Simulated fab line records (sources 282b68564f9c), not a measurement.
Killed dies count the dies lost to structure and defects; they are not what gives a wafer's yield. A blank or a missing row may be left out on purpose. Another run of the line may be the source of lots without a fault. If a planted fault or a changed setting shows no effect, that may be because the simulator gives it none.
The tool behind it: which one? -- flow rit-cmos -- 14 lots with 42 wafers sampled at 2 steps, on a route of 202 steps

WHAT EACH GAUGE READ, for each wafer
RIT_FOX1_THK_MEAS_01.
lot,measured,on,FOX1_OXIDE_THK (nm)
L707,day 1 19:48,film-metro-02,342 343 344
L708,day 2 01:37,film-metro-04,350 353 345
L709,day 2 08:31,film-metro-02,347 347 343
L711,day 2 16:48,film-metro-02,358 353 356
L712,day 2 20:05,film-metro-04,350 350 350
L714,day 3 14:28,film-metro-02,346 344 350
L715,day 3 14:28,film-metro-04,351 349 339
L718,day 4 06:34,film-metro-04,350 355 352
L719,day 4 15:11,film-metro-02,350 351 350
L720,day 4 15:12,film-metro-04,356 362 354
L721,day 4 22:18,film-metro-02,394 395 399
L722,day 5 02:00,film-metro-04,401 397 396
L724,day 5 09:28,film-metro-02,355 360 355
L725,day 5 17:55,film-metro-04,350 346 345

WHAT TOOL EACH LOT RAN ON (gives the tool, then ch and the chambers of the sampled wafers, and finally the start)
lot,RIT_FOX1_OXIDATION_00
L707,"furnace-04 ch 0, day 1 18:29"
L708,"furnace-01 ch 0, day 2 00:17"
L709,"furnace-03 ch 0, day 2 07:10"
L711,"furnace-01 ch 0, day 2 15:29"
L712,"furnace-03 ch 0, day 2 18:45"
L714,"furnace-04 ch 0, day 3 13:08"
L715,"furnace-04 ch 0, day 3 13:08"
L718,"furnace-03 ch 0, day 4 05:14"
L719,"furnace-03 ch 0, day 4 13:52"
L720,"furnace-03 ch 0, day 4 13:52"
L721,"furnace-03 ch 0, day 4 20:59"
L722,"furnace-03 ch 0, day 5 00:41"
L724,"furnace-01 ch 0, day 5 08:08"
L725,"furnace-04 ch 0, day 5 16:36"
- RIT_FOX1_OXIDATION_00: target thk 350.7 nm, ox time 1130 s.

WHAT THE TOOLS THEMSELVES READ (means of the sampled wafers that have a number; where no wafer has one, the mark that the record gives instead)
RIT_FOX1_OXIDATION_00.
lot,tool,spike-tc-centre-C (C),spike-tc-load-C (C),spike-tc-source-C (C),tube-center-temp-C (C),tube_center_temp_C_max
L707,furnace-04,1099.4,1128,1130,1100,1102.8
L708,furnace-01,1102.3,1122,1120,1100,1102.6
L709,furnace-03,1103.4,1130,1128,1100,1102.8
L711,furnace-01,1102.4,1123,1120,1100,1102.5
L712,furnace-03,1103.2,1129,1128,1100,1102.4
L714,furnace-04,1100.6,1128,1128,1100,1102.6
L715,furnace-04,1100.0,1128,1130,1100,1103.1
L718,furnace-03,1104.3,1129,1128,1100,1102.5
L719,furnace-03,1103.6,1130,1129,1100,1102.8
L720,furnace-03,1103.8,1130,1128,1100,1102.6
L721,furnace-03,1128.9,1156,1153,1125,1127.5
L722,furnace-03,1128.0,1155,1155,1125,1127.9
L724,furnace-01,1102.8,1123,1120,1100,1102.8
L725,furnace-04,1100.3,1129,1129,1100,1102.3

THE ANSWER, worked out from the rows above alone
Rule: usual is defined by the lots themselves. Put in order of their means at a reading, lots are off if they are a third of the lots or fewer, leave a main group of 4 or more, and stand apart from it by a gap of 3 or more times the standard deviation of the main group's means; of several such gaps the widest counts. If all means in a main group match to the digits the tables above print for the reading, that group is not used. Also off: a lot with no number at a reading for which 4 or more lots have one. Any other lot the step has rows for is counted as sound. Order of review: gauges by route order, followed by the tools' own readings, for which a lot's mean as printed above is used. At the first step where some lot is off, the reading lying furthest off is the one used; lots without a number count as furthest.
Off: at RIT_FOX1_THK_MEAS_01 (FOX1_OXIDE_THK), L721, L722. For the main group the mean is 350 nm and the standard deviation 4.5.
A tool fits if, at a process step before that reading, it ran every lot that is off, and no sound lot after the first of them. The gauges at RIT_FOX1_THK_MEAS_01 aren't tried: what is off there is off at RIT_FOX1_OXIDATION_00 too, on other tools, and a gauge's error can't cause that. One fits: furnace-03 at RIT_FOX1_OXIDATION_00. Its last sound lot is L719 (day 4 13:52), its first lot that is off L721 (day 4 20:59): a fault that began between those two fits.
The tool's own readings at RIT_FOX1_OXIDATION_00 bear it out: on the lots that are off they differ by more than 5 times the standard deviation of the sound lots' means. spike-tc-centre-C reads 1128.5 C there against 1102.2 C on the sound lots; spike-tc-load-C reads 1156 C there against 1127 C on the sound lots; spike-tc-source-C reads 1154 C there against 1126 C on the sound lots; tube-center-temp-C reads 1125 C there against 1100 C on the sound lots; tube_center_temp_C_max reads 1127.7 there against 1102.6 on the sound lots.

WHAT THE SIMULATOR HAD INSERTED
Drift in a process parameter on furnace-03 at RIT_FOX1_OXIDATION_00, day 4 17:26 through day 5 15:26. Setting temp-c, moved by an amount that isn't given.
Lots struck among those shown: L721, L722. This agrees with what the rule above found.
